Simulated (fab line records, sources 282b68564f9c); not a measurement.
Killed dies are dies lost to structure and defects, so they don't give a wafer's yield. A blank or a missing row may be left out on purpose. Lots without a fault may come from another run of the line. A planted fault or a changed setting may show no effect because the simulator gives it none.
Which tool did it? | flow rit_cmos | 7 lots, 21 wafers sampled, at 3 steps of a route of 202

WHAT THE GAUGES READ, wafer by wafer
RIT_SDANNEAL_RS_MEAS_04: measures by four-point-probe.
lot  | measured    | on            | PSD_RS (ohm/sq)
L488 | day 3 05:38 | film_metro-04 | 115.78 115.18 115.95
L490 | day 3 18:46 | film_metro-04 | 115.69 115.86 116.20
L493 | day 4 06:40 | film_metro-02 | 115.35 115.49 116.13
L500 | day 5 20:28 | film_metro-02 | 121.45 121.23 121.43
L502 | day 6 07:08 | film_metro-02 | 121.45 120.75 121.15
L505 | day 6 20:58 | film_metro-03 | 115.50 115.48 115.54
L510 | day 7 21:29 | film_metro-04 | 115.50 115.81 115.50

WHICH TOOL RAN EACH LOT (tool, then ch and the chambers of the sampled wafers, then the start)
lot  | RIT_NLDD_STRIP_09                   | RIT_SDANNEAL_RTA_03
L488 | plasma_asher-01 ch 0,1, day 2 22:02 | rtp_anneal-02 ch 0, day 3 05:33
L490 | plasma_asher-03 ch 1, day 3 10:01   | rtp_anneal-02 ch 0, day 3 18:42
L493 | plasma_asher-01 ch 0,1, day 3 22:45 | rtp_anneal-01 ch 0, day 4 06:35
L500 | plasma_asher-02 ch 0,1, day 5 11:20 | rtp_anneal-02 ch 0, day 5 20:23
L502 | plasma_asher-01 ch 0,1, day 5 23:32 | rtp_anneal-02 ch 0, day 6 07:04
L505 | plasma_asher-01 ch 0,1, day 6 13:19 | rtp_anneal-01 ch 0, day 6 20:53
L510 | plasma_asher-03 ch 0,1, day 7 13:52 | rtp_anneal-01 ch 0, day 7 21:25
- RIT_NLDD_STRIP_09: strips in O2, time 180 s.
- RIT_SDANNEAL_RTA_03: time 5 s.

THE ANSWER, worked out from the rows above alone
Rule: what is usual is taken from the lots themselves. Put in order of their means at a reading, lots are off if they are a third of the lots or fewer, leave a main group of 4 or more, and stand apart from it by a gap of 3 or more times the standard deviation of the main group's means; of several such gaps the widest counts. A main group whose means are all the same, to the digits that the tables above print for the reading, isn't used. A lot without any number at a reading at which 4 lots or more have one is off too. The other lots that the step has rows for count as sound.
Off: L500, L502, at RIT_SDANNEAL_RS_MEAS_04 (PSD_RS). The main group: mean 115.66 ohm/sq, standard deviation 0.14.
A tool fits if, at a process step before that reading, it ran every lot that is off, and no sound lot after the first of them. The gauges at RIT_SDANNEAL_RS_MEAS_04 are tried like those tools. Can't be told from this: 2 tools fit, rtp_anneal-02 at RIT_SDANNEAL_RTA_03, film_metro-02 at RIT_SDANNEAL_RS_MEAS_04.

WHAT THE SIMULATOR HAD PUT IN
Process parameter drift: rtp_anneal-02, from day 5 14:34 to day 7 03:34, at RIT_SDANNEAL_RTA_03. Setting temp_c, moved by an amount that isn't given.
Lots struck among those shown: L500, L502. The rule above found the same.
